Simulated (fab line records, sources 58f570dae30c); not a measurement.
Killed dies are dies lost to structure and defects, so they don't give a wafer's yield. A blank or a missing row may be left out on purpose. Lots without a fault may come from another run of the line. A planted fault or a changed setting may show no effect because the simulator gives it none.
Problem report in the 8D (eight disciplines) form, filled by code | flow berkeley_cmos170 | the parts of the form that need people (team, actions taken, sign-off) are left out

1. THE PROBLEM
dose_ions_cm2 at UCB170_PFIELD_IMPLANT_07 reads a mean of 1.9444e+13 on 6 wafers of 2 lots; wafers without a fault read 2.0003e+13 with a standard deviation of 2e+10. That is -28 standard deviations from the usual mean.
First seen on wafer L354.1, day 5 18:34, on implanter-01. The record holds 18 wafers of 6 lots with a number at this step. Rule for "out", or "out of limits": more than 4 standard deviations from the usual mean. The other wafers with a number count as sound.

2. WHAT IT IS AND WHAT IT IS NOT
question                    | is                     | is not
which readings at this step | dose_ions_cm2          | -
which lots                  | L354, L355             | L351, L365, L367, L370
which wafers of those lots  | all that have a number | -
read on which tools         | implanter-01           | implanter-02, implanter-03
when                        | from day 5 18:34       | up to then (3 sound wafers); but 9 sound wafers of L365, L367, L370 came after

3. SUSPECTS, AND WHAT RULES EACH OUT
Counting: a tool at a process step up to the reading stays a suspect if it ran every lot that is out and no sound lot after the first of them.
- rie_diel-04 at UCB170_ACTIVE_ETCH_15 (etches Si3N4 in CH3F/Ar/O2, stops on SiO2, target depth 242 nm, time 151 s): ruled out as a lasting fault. Sound lots L370 ran on it after its first lot that is out, L354 (day 5 16:47).
- plasma_asher-04 at UCB170_ACTIVE_STRIP_16 (strips in O2): kept. It ran every lot that is out, first L354 (day 5 16:53), and no sound lot after that.
- implanter-01 at UCB170_PFIELD_IMPLANT_07: ruled out as a lasting fault. Sound lots L370 ran on it after its first lot that is out, L354 (day 5 18:34).
Left after counting: plasma_asher-04 at UCB170_ACTIVE_STRIP_16.

4. THE CAUSE (what the simulator had put in)
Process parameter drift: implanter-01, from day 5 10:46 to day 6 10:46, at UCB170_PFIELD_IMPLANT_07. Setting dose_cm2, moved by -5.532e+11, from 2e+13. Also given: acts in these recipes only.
Counting ruled it out, wrongly.

5. THE CHAIN OF EFFECTS, in route order
Each row: a reading whose mean over the struck wafers that have a number lies more than 3 standard deviations from the usual. Only readings for which the record gives a usual standard deviation are gone through. hours: the time from each lot's start at the first step in this table that gives one to its start at this step, as a median over the lots. sigmas: the change in usual standard deviations.
hours | step                     | reading       | usual      | on struck wafers | change      | sigmas
0     | UCB170_PFIELD_IMPLANT_07 | dose_ions_cm2 | 2.0003e+13 | 1.9444e+13       | -5.5950e+11 | -28
The process steps in it:
- UCB170_PFIELD_IMPLANT_07

6. WHAT WOULD HAVE CAUGHT IT SOONER
In this record the first reading out of limits was taken at day 5 18:34, 8 hours after the fault began at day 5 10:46.
